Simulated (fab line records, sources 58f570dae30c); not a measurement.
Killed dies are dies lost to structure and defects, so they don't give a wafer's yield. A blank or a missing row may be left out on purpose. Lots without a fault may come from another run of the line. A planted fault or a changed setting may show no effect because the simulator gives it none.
A struck lot beside a sound one | flow berkeley_cmos170 | 15 steps out of a route of 331
Sound: wafers L969.2, L969.3, L969.6. Struck: wafers L978.1, L978.4, L978.6. The cause comes at the end.
At each step with rows: each side's tool, then ch and its chambers, then its first start. Under that, the readings that differ: sound wafers | struck wafers | difference of the means | sigmas: that difference in standard deviations of wafers without a fault.
alike: readings whose means differ by less than 2 such deviations, and words and numbers that are the same on both sides. not compared: withheld readings, readings that some wafer has no value for, bounds like >300 that may hide the same value, and numbers for which the record gives no deviation and whose values overlap.
The two part at a step that has a row with sigmas, a row that says differs or no value, or rows on one side only. Numbers that don't overlap but have no deviation are shown without sigmas and don't part them. A reading that every wafer of one side lacks parts them only if that side has two wafers or more.

UCB170_V2_CMP_02: polishes SiO2.
  sound on cmp-02 ch 0,2,3, day 10 17:43; struck on cmp-02 ch 0,1,3, day 12 17:26
  alike: motor_current_A, slurry_filter_dp_kPa
UCB170_V2_BOW_MEAS_03:
  sound on film_metro-04, day 10 17:59; struck on film_metro-03, day 12 17:38
  alike: V2_BOW
UCB170_V2_THK_MEAS_04:
  sound on film_metro-04, day 10 18:05; struck on film_metro-03, day 12 17:45
  alike: V2_POLISHED_THK
then, 7 steps without rows for these wafers: UCB170_V2_CLEAN_05 (cleans in DIW); UCB170_V2_HMDS_06 (prime time 60 s); UCB170_V2_COAT_07 (resist thk 900 nm); UCB170_V2_SOFTBAKE_08 (time 60 s); UCB170_V2_EXPOSE_09 (exposes mask VIA2, target cd 700 nm); UCB170_V2_PEB_10; UCB170_V2_DEVELOP_11 (develop time 45 s).
UCB170_V2_CD_MEAS_12: target cd 700 nm.
  sound on cd_sem-01, day 10 19:19; struck on cd_sem-01, day 12 18:50
  alike: cd_nm
UCB170_V2_OVL_MEAS_13:
  sound on overlay-02, day 10 19:25; struck on overlay-01, day 12 18:57
  alike: V2_OVL
UCB170_V2_ETCH_14: etches SiO2 in CHF3/CF4/Ar, stops on Al, target depth 1250 nm, time 291 s.
  sound on rie_diel-03 ch 0,2,3, day 10 19:26; struck on rie_diel-02 ch 0,2, day 12 18:59
  reading                             | sound             | struck            | difference | sigmas
  model.KrF_of_V2_COAT_07.thk_nm (nm) | 607.8 608.4 610.3 | 653.8 654.5 651.9 | +44.6      |
  alike: drypump_motor_current_A, oes_product_au, throttle_valve_pct
  not compared: rf_hours_counter_h
UCB170_V2_STRIP_15: strips in O2.
  sound on plasma_asher-04 ch 0,1, day 10 19:37; struck on plasma_asher-04 ch 0,1, day 12 19:10
  reading                      | sound             | struck            | difference | sigmas
  strip_time_to_endpoint_s (s) | 15.25 15.28 15.33 | 16.29 16.28 16.24 | +0.98      | +8
  alike: drypump_motor_current_A, oes_product_au
  not compared: rf_hours_counter_h
UCB170_V2_CD_MEAS_90: target cd 700 nm.
  sound on cd_sem-02, day 10 19:44; struck on cd_sem-02, day 12 19:16
  alike: cd_nm

WHERE THEY PART
Only at UCB170_V2_STRIP_15, within this record. Later steps at which nothing parts them and some readings are alike: UCB170_V2_CD_MEAS_90.

WHY: what the simulator had put in
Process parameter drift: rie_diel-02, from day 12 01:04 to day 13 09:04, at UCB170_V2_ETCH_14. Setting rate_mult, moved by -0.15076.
